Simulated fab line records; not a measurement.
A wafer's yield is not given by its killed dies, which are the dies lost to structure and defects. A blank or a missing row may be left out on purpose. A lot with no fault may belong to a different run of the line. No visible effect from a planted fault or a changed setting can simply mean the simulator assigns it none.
Which tool did it?	flow berkeley-cmos170	21 wafers sampled from 7 lots at 1 step of a route of 331

WHAT THE GAUGES SHOWED, per wafer
UCB170_START_BOW_MEAS_00.
lot	measured	on	INCOMING_BOW (um)
L295	day 1 15:01	film-metro-02	-11 -4 2
L298	day 2 06:00	film-metro-01	9 -8 -4
L302	day 3 02:00	film-metro-02	-3 2 10
L309	day 4 13:01	film-metro-01	-2 -15 3
L311	day 4 23:00	film-metro-02	-6 1 1
L314	day 5 14:01	film-metro-02	4 -3 1
L316	day 6 00:01	film-metro-04	4 -11 -10

TOOL THAT RAN EACH LOT (tool first, then ch and the chambers of the sampled wafers, then the start)
The record shows no process step preceding these readings.

THE ANSWER, worked out from the rows above alone
Rule: the lots themselves supply what counts as usual. Put in order of their means at a reading, lots are off if they are a third of the lots or fewer, leave a main group of 4 or more, and stand apart from it by a gap of 3 or more times the standard deviation of the main group's means; of several such gaps the widest counts. If all means in a main group match to the digits the tables above print for the reading, that group is not used. A lot without any number at a reading at which 4 lots or more have one is off too. Where the step has rows for the other lots, those lots are counted as sound.
No lot is off at any reading shown: from this, nothing can be told.

WHAT THE SIMULATOR PUT IN
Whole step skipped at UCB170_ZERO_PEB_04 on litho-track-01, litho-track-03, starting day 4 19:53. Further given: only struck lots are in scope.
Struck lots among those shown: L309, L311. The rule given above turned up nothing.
